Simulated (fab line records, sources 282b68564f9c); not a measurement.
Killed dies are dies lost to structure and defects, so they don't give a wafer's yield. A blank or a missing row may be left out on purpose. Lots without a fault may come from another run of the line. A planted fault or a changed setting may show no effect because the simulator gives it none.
fab line records | flow rit_cmos
record lots=5 wafers=15 last_day=7
route steps=202 shown NRETRO@54 PRETRO@64
lots that met no fault: from a run of the same line without faults
start_h: hours from the record's first day to the start of the lot's first wafer shown | wait_h: hours since the lot's step before | " the same as in the row above | L1.1+2: a row that stands for several wafers | - no value, or no start given | * or withheld: withheld | < > ~ a bound
route shown NAME@n: a module of which the file shows steps, and the number in the route of the first | usual: mean/standard deviation of fault-free wafers | same: alike in all rows | chamber/n: place in a boat | sites: the reading at each site | _std_site: their standard deviation | _edge_site: outer sites' mean less inner sites' | radius_mm: how far each site lies from the wafer's centre | mask NAME#n: copy n | behind: the tool/chamber that last shaped the wafer | hold: why the lot was held/for how many hours/how that ended | device: the transistor (n, p or np) that didn't switch | end of line: the same wafers' tests at the end of the route | a step without rows: its recipe alone | killed: dies lost to structure and defects at the first sort, not the wafer's yield | map: a wafer's dies, x killed, . not, _ none there
set.NAME: the setting as run; set.NAME@STEP: as run at that earlier step | model.NAME: the simulator's own value behind a step, which no gauge read
lots at some steps of the route; a table a step, a row a wafer
services: from which hour (start_h, from the record's first day; less than 0 if before it) a tool's chamber was out of use, for how many hours, and why
## steps
# step RIT_NRETRO_COAT_01
# recipe resist=NOVOLAK spin_rpm=2000 resist_thk_nm=1300
# usual dispense_pressure_kPa=50/5.7
# columns lot.wafer tool chamber start_h wait_h dispense_pressure_kPa
L079.3 litho_track-02 0 60.16 0.1 52
L079.4 " 0 " " 52
L079.6 " 0 " " 52
L081.1 litho_track-04 0 67.02 0.1 43
L081.3 " 0 " " 43
L081.4 " 0 " " 43
L087.1 litho_track-01 0 94.41 0.1 57
L087.5 " 0 " " 57
L087.6 " 0 " " 57
L093.2 litho_track-02 0 126.67 0.1 52
L093.3 " 0 " " 52
L093.5 " 0 " " 52
L094.1 litho_track-01 0 131.97 0.1 57
L094.3 " 0 " " 57
L094.6 " 0 " " 57
# step RIT_NRETRO_SOFTBAKE_02
# recipe resist=NOVOLAK temp_c=90 time_s=60
# columns lot.wafer tool chamber start_h wait_h
L079.3+4+6 litho_track-02 0 60.31 0.1
L081.1+3+4 litho_track-04 0 67.17 0.1
L087.1+5+6 litho_track-01 0 94.56 0.1
L093.2+3+5 litho_track-02 0 126.82 0.1
L094.1+3+6 litho_track-01 0 132.12 0.1
# step RIT_NRETRO_EXPOSE_03
# recipe mask_id=M4 na=0.57 target_cd_nm=43900 dose_mj=250
# columns lot.wafer tool chamber start_h wait_h mask
L079.3+4+6 iline_stepper-02 0 60.44 0.1 M4#0
L081.1+3+4 iline_stepper-02 0 67.32 0.1 M4#0
L087.1+5+6 iline_stepper-02 0 94.83 0.2 M4#0
L093.2+3+5 iline_stepper-01 0 126.96 0.1 M4#0
L094.1+3+6 iline_stepper-02 0 132.40 0.2 M4#0
# step RIT_NRETRO_PEB_04
# recipe resist=NOVOLAK temp_c=withheld time_s=withheld
# columns lot.wafer tool chamber start_h wait_h
L079.3+4+6 litho_track-02 0 60.57 0.1
L081.1+3+4 litho_track-04 0 67.43 0.1
L087.1+5+6 litho_track-04 0 94.95 0.1
L093.2+3+5 litho_track-02 0 127.08 0.1
L094.1+3+6 litho_track-01 0 132.52 0.1
# step RIT_NRETRO_DEVELOP_05
# recipe resist=NOVOLAK develop_time_s=68 dev_temp_c=23
# columns lot.wafer tool chamber start_h wait_h
L079.3+4+6 litho_track-02 0 - -
L081.1+3+4 litho_track-04 0 - -
L087.1+5+6 litho_track-04 0 - -
L093.2+3+5 litho_track-02 0 - -
L094.1+3+6 litho_track-01 0 - -
# step RIT_NRETRO_OVL_MEAS_06
# usual NRETRO_OVL=-1.0/1.4
# columns lot.wafer tool chamber start_h wait_h NRETRO_OVL[nm]
L079.3 overlay-01 - 60.85 - -0.6
L079.4 " - " " 0.1
L079.6 " - " " 0.8
L081.1 overlay-02 - 67.75 - -2.1
L081.3 " - " " -0.9
L081.4 " - " " -1.1
L087.1 overlay-02 - 95.26 - -0.8
L087.5 " - " " -1.3
L087.6 " - " " 0.6
L093.2 overlay-01 - 127.38 - -1.3
L093.3 " - " " -0.2
L093.5 " - " " 0.5
L094.1 overlay-01 - 132.83 - -0.5
L094.3 " - " " 0.4
L094.6 " - " " 0.9
# step RIT_NRETRO_HARDBAKE_07
# recipe resist=NOVOLAK temp_c=140 time_s=120
# columns lot.wafer tool chamber start_h wait_h
L079.3+4+6 litho_track-01 0 60.95 0.1
L081.1+3+4 litho_track-04 0 67.78 0.0
L087.1+5+6 litho_track-01 0 95.30 0.0
L093.2+3+5 litho_track-01 0 127.45 0.1
L094.1+3+6 litho_track-02 0 132.86 0.0
# step RIT_NRETRO_IMPLANT_08
# recipe species=P energy_kev=70 dose_cm2=1e+13 tilt_deg=7
# usual faraday_current_uA=31.7/0.6
# columns lot.wafer tool chamber start_h wait_h faraday_current_uA
L079.3 implanter-04 0 61.17 0.2 30.4
L079.4 " 0 " " 31.8
L079.6 " 0 " " 32.6
L081.1 implanter-01 0 68.03 0.2 32.0
L081.3 " 0 " " 31.5
L081.4 " 0 " " 32.5
L087.1 implanter-02 0 95.55 0.2 31.9
L087.5 " 0 " " 31.8
L087.6 " 0 " " 32.0
L093.2 implanter-04 0 127.68 0.2 31.9
L093.3 " 0 " " 31.5
L093.5 " 0 " " 31.9
L094.1 implanter-02 0 133.11 0.2 31.1
L094.3 " 0 " " 31.4
L094.6 " 0 " " 32.5
# step RIT_NRETRO_STRIP_09
# recipe chemistry=O2 time_s=180 resist=NOVOLAK platen_temp_c=withheld power_w=500 pressure_mtorr=4000 o2_flow_sccm=4000
# usual drypump_motor_current_A=5.4/0.44
# columns lot.wafer tool chamber start_h wait_h drypump_motor_current_A rf_hours_counter_h
L079.3 plasma_asher-01 1 61.33 0.1 4.8 -
L079.4 " 0 " " 5.8 -
L079.6 " 0 " " 5.8 -
L081.1 plasma_asher-01 1 68.18 0.1 4.8 39
L081.3 " 1 " " 4.8 -
L081.4 " 0 " " 5.8 -
L087.1 plasma_asher-03 1 95.70 0.1 6.0 47
L087.5 " 1 " " 6.1 -
L087.6 " 0 " " 5.2 -
L093.2 plasma_asher-03 1 127.81 0.1 6.0 1
L093.3 " 1 " " 6.1 -
L093.5 " 0 " " 5.2 -
L094.1 plasma_asher-02 0 133.26 0.1 5.3 36
L094.3 " 0 " " 5.3 -
L094.6 " 1 " " 5.1 -
# step RIT_NRETRO_TW_MEAS_10
# usual NRETRO_TW=1051/4.2
# columns lot.wafer tool chamber start_h wait_h NRETRO_TW
L079.3 film_metro-02 - 61.47 0.1 1061
L079.4 " - " " 1053
L079.6 " - " " 1053
L081.1 film_metro-02 - 68.36 0.1 1052
L081.3 " - " " 1058
L081.4 " - " " 1053
L087.1 film_metro-03 - 95.87 0.1 1052
L087.5 " - " " 1053
L087.6 " - " " 1051
L093.2 film_metro-03 - 127.99 0.1 1042
L093.3 " - " " 1050
L093.5 " - " " 1051
L094.1 film_metro-02 - 133.44 0.1 1048
L094.3 " - " " 1045
L094.6 " - " " 1047
# step RIT_PRETRO_HMDS_00
# recipe prime_time_s=60 prime_temp_c=140
# columns lot.wafer tool chamber start_h wait_h
L079.3+4+6 litho_track-02 0 61.56 0.1
L081.1+3+4 litho_track-02 0 68.42 0.1
L087.1+5+6 litho_track-01 0 95.93 0.1
L093.2+3+5 litho_track-01 0 128.07 0.1
L094.1+3+6 litho_track-02 0 133.50 0.1
# step RIT_PRETRO_COAT_01
# recipe resist=NOVOLAK spin_rpm=2000 resist_thk_nm=1300
# usual dispense_pressure_kPa=52.8/2.7
# columns lot.wafer tool chamber start_h wait_h dispense_pressure_kPa
L079.3 litho_track-02 0 61.71 0.1 52.0
L079.4 " 0 " " 52.0
L079.6 " 0 " " 52.0
L081.1 litho_track-02 0 68.57 0.1 52.0
L081.3 " 0 " " 52.0
L081.4 " 0 " " 52.0
L087.1 litho_track-01 0 96.08 0.1 56.9
L087.5 " 0 " " 56.8
L087.6 " 0 " " 56.8
L093.2 litho_track-01 0 128.22 0.1 56.8
L093.3 " 0 " " 56.8
L093.5 " 0 " " 56.7
L094.1 litho_track-02 0 133.65 0.1 52.0
L094.3 " 0 " " 52.1
L094.6 " 0 " " 52.0
# step RIT_PRETRO_SOFTBAKE_02
# recipe resist=NOVOLAK temp_c=90 time_s=60
# columns lot.wafer tool chamber start_h wait_h
L079.3+4+6 litho_track-02 0 61.86 0.1
L081.1+3+4 litho_track-02 0 68.72 0.1
L087.1+5+6 litho_track-01 0 96.23 0.1
L093.2+3+5 litho_track-01 0 128.37 0.1
L094.1+3+6 litho_track-02 0 133.80 0.1
# step RIT_PRETRO_EXPOSE_03
# recipe mask_id=M5 na=0.57 target_cd_nm=43700 dose_mj=250
# columns lot.wafer tool chamber start_h wait_h mask
L079.3+4+6 iline_stepper-02 0 62.00 0.1 M5#0
L081.1+3+4 iline_stepper-01 0 68.99 0.2 M5#0
L087.1+5+6 iline_stepper-01 0 96.38 0.1 M5#0
L093.2+3+5 iline_stepper-02 0 128.64 0.2 M5#0
L094.1+3+6 iline_stepper-02 0 133.95 0.1 M5#0
# step RIT_PRETRO_PEB_04
# recipe resist=NOVOLAK temp_c=withheld time_s=withheld
# columns lot.wafer tool chamber start_h wait_h
L079.3+4+6 litho_track-03 0 62.12 0.1
L081.1+3+4 litho_track-02 0 69.11 0.1
L087.1+5+6 litho_track-01 0 96.50 0.1
L093.2+3+5 litho_track-03 0 128.76 0.1
L094.1+3+6 litho_track-03 0 134.20 0.2
# step RIT_PRETRO_DEVELOP_05
# recipe resist=NOVOLAK develop_time_s=68 dev_temp_c=23
# columns lot.wafer tool chamber start_h wait_h
L079.3+4+6 litho_track-03 0 - -
L081.1+3+4 litho_track-02 0 - -
L087.1+5+6 litho_track-01 0 - -
L093.2+3+5 litho_track-03 0 - -
L094.1+3+6 litho_track-03 0 - -
## services
# columns tool chamber start_h hours kind
iline_stepper-01 - 61.48 1.7 pm
implanter-02 - 64.13 5.5 pm
iline_stepper-01 0 71.56 - calibration
plasma_asher-03 - 86.96 2.8 repair
iline_stepper-02 - 95.08 4.4 pm
iline_stepper-01 - 106.96 4.4 pm
plasma_asher-03 - 108.75 9.0 pm
plasma_asher-03 0 108.75 9.0 vent_cycle
plasma_asher-03 1 108.75 9.0 vent_cycle
iline_stepper-02 - 115.69 1.7 pm
plasma_asher-03 0 117.75 - clean
plasma_asher-03 1 117.75 - clean
implanter-01 - 134.04 2.3 repair
## key
fault none
